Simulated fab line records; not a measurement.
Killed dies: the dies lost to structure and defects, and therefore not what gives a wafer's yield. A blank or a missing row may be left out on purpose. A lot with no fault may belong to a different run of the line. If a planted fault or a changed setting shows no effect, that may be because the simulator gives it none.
Which tool is to blame? | flow berkeleyCmos170 | 14 lots, 42 wafers sampled, at 4 steps of a route of 331

== WHAT THE GAUGES SHOWED, per wafer ==
UCB170_START_THK_MEAS_03. Usual: for START_OXIDE_THK the level is 20.04 nm and the standard deviation is 0.28.
lot  | measured    | on           | START_OXIDE_THK (nm) | flag
L980 | day 1 13:14 | filmMetro-01 | 20.00 20.33 20.34    | 
L981 | day 1 20:46 | filmMetro-04 | 20.59 20.11 20.27    | 
L982 | day 1 22:24 | filmMetro-01 | 19.92 19.72 20.10    | 
L983 | day 2 05:03 | filmMetro-02 | 19.64 19.93 19.75    | 
L984 | day 2 09:50 | filmMetro-04 | 20.07 20.03 20.12    | 
L986 | day 2 19:19 | filmMetro-04 | 20.35 20.02 19.93    | 
L987 | day 2 23:58 | filmMetro-01 | 19.87 20.24 20.12    | 
L988 | day 3 07:34 | filmMetro-02 | 20.03 19.59 20.08    | 
L990 | day 3 16:15 | filmMetro-02 | 20.20 20.45 20.45    | 
L992 | day 4 02:49 | filmMetro-04 | 19.72 19.62 19.64    | 
L994 | day 4 13:50 | filmMetro-04 | 20.10 19.76 19.65    | 
L998 | day 5 11:16 | filmMetro-02 | 20.04 20.01 19.99    | 
L102 | day 6 06:03 | filmMetro-01 | 19.98 19.87 20.49    | 
L103 | day 6 09:13 | filmMetro-02 | 19.91 19.62 19.66    | 

UCB170_WELLDRIVE_THK_MEAS_02. Usual: for WELLDRIVE_OXIDE_THK the level is 199 nm and the standard deviation is 3.4.
lot  | measured    | on           | WELLDRIVE_OXIDE_THK (nm) | flag
L980 | day 3 09:53 | filmMetro-02 | 199 198 197              | 
L981 | day 3 14:48 | filmMetro-03 | 197 197 195              | 
L982 | day 3 14:46 | filmMetro-03 | 199 202 200              | 
L983 | day 3 23:26 | filmMetro-03 | 203 203 203              | 
L984 | day 3 23:28 | filmMetro-02 | 197 197 197              | 
L986 | day 4 15:20 | filmMetro-03 | 202 199 201              | 
L987 | day 5 02:55 | filmMetro-03 | 195 195 195              | 
L988 | day 5 09:45 | filmMetro-02 | 198 201 201              | 
L990 | day 5 13:11 | filmMetro-02 | 196 196 196              | 
L992 | day 6 03:12 | filmMetro-03 | 198 196 194              | 
L994 | day 6 08:07 | filmMetro-03 | 198 192 195              | 
L998 | day 7 15:14 | filmMetro-03 | 198 196 195              | 
L102 | day 8 19:08 | filmMetro-03 | 193 194 196              | 
L103 | day 8 14:40 | filmMetro-04 | 195 195 197              | 

UCB170_NLDD_CD_MEAS_06: target cd 1200 nm. Usual: cdNm at 1199.6 nm, with a standard deviation of 1.3.
lot  | measured     | on       | cdNm (nm)            | flag
L980 | day 6 05:35  | cdSem-01 | 1199.9 1201.1 1201.7 | 
L981 | day 6 06:12  | cdSem-01 | 1198.8 1199.0 1198.8 | 
L982 | day 6 05:38  | cdSem-02 | 1198.8 1198.5 1198.3 | 
L983 | day 6 15:04  | cdSem-01 | 1199.0 1200.3 1200.5 | 
L984 | day 6 16:01  | cdSem-02 | 1199.8 1199.3 1201.8 | 
L986 | day 7 11:26  | cdSem-02 | 1198.6 1199.7 1198.7 | 
L987 | day 8 00:14  | cdSem-02 | 1198.6 1197.5 1199.0 | 
L988 | day 8 10:52  | cdSem-02 | 1201.1 1201.1 1200.3 | 
L990 | day 8 10:47  | cdSem-02 | 1200.9 1200.1 1200.2 | 
L992 | day 9 00:56  | cdSem-01 | 1199.7 1196.6 1198.3 | 
L994 | day 9 07:30  | cdSem-01 | 1199.7 1199.7 1199.7 | 
L998 | day 10 13:16 | cdSem-01 | 1197.7 1198.6 1197.4 | 
L102 | day 11 11:32 | cdSem-01 | 1238.0 1238.0 1237.7 | OFF
L103 | day 11 11:49 | cdSem-01 | 1237.4 1237.3 1237.2 | OFF

== TOOL THAT RAN EACH LOT (tool first, then ch and the chambers of the sampled wafers, then the start) ==
lot  | UCB170_NLDD_PEB_04
L980 | lithoTrack-02 ch 0, day 6 05:19
L981 | lithoTrack-04 ch 0, day 6 05:52
L982 | lithoTrack-04 ch 0, day 6 05:00
L983 | lithoTrack-02 ch 0, day 6 14:48
L984 | lithoTrack-03 ch 0, day 6 15:45
L986 | lithoTrack-04 ch 0, day 7 11:10
L987 | lithoTrack-03 ch 0, day 7 23:57
L988 | lithoTrack-04 ch 0, day 8 10:26
L990 | lithoTrack-03 ch 0, day 8 10:26
L992 | lithoTrack-04 ch 0, day 9 00:40
L994 | lithoTrack-03 ch 0, day 9 07:14
L998 | lithoTrack-03 ch 0, day 10 12:59
L102 | lithoTrack-04 ch 0, day 11 11:16
L103 | lithoTrack-04 ch 0, day 11 11:32
- UCB170_NLDD_PEB_04

== WHAT THE TOOLS THEMSELVES READ (means of the sampled wafers that have a number; where no wafer has one, the mark that the record gives instead) ==
UCB170_NLDD_PEB_04. Usual: heaterPowerTotalW 56.79 W, standard deviation 0.045; plateTempC 130.03 C, standard deviation 0.14.
lot  | tool          | heaterPowerTotalW (W) | plateTempC (C) | flag
L980 | lithoTrack-02 | 56.84                 | 129.87         | 
L981 | lithoTrack-04 | 56.75                 | 130.30         | 
L982 | lithoTrack-04 | 56.81                 | 130.07         | 
L983 | lithoTrack-02 | 56.82                 | 129.97         | 
L984 | lithoTrack-03 | 56.80                 | 130.06         | 
L986 | lithoTrack-04 | 56.75                 | 129.96         | 
L987 | lithoTrack-03 | 56.80                 | 129.92         | 
L988 | lithoTrack-04 | 56.82                 | 130.10         | 
L990 | lithoTrack-03 | 56.77                 | 130.10         | 
L992 | lithoTrack-04 | 56.80                 | 130.18         | 
L994 | lithoTrack-03 | 56.76                 | 130.05         | 
L998 | lithoTrack-03 | 56.83                 | 130.18         | 
L102 | lithoTrack-04 | 61.27                 | 137.88         | OFF
L103 | lithoTrack-04 | 61.26                 | 137.76         | OFF

== THE ANSWER, worked out from the rows above alone ==
Rule: lot off if the mean of its wafers having a number is beyond 3 standard deviations from the usual mean. A lot without any number at a reading at which 4 lots or more have one is off too. Where the step has rows for the other lots, those lots are counted as sound. After the gauges, taken in route order, come the tools' own readings; for these a lot's mean is taken, as printed above. The first step at which some lot is off is used, and at that step the reading that is off furthest; a lot without a number counts as furthest.
Off: L102, L103 (UCB170_NLDD_CD_MEAS_06, cdNm).
If a tool, at a process step before that reading, ran all the lots that are off and no sound lot after the first of them, it fits. The gauges at UCB170_NLDD_CD_MEAS_06 aren't tried: what is off there is off at UCB170_NLDD_PEB_04 too, on other tools, and a gauge's error can't cause that. One candidate fits, namely lithoTrack-04 at UCB170_NLDD_PEB_04. Its last sound lot is L992 (day 9 00:40), its first lot that is off L102 (day 11 11:16): a fault that began between those two fits.
The tool's own readings at UCB170_NLDD_PEB_04 bear it out: on the lots that are off they differ by more than 5 times the standard deviation of the sound lots' means. heaterPowerTotalW reads 61.27 W there against 56.80 W on the sound lots; plateTempC reads 137.82 C there against 130.06 C on the sound lots.

== WHAT THE SIMULATOR HAD INSERTED ==
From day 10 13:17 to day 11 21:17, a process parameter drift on lithoTrack-04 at UCB170_NLDD_PEB_04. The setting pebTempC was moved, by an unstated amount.
Shown lots that were struck: L102, L103. The same result came from the rule above.
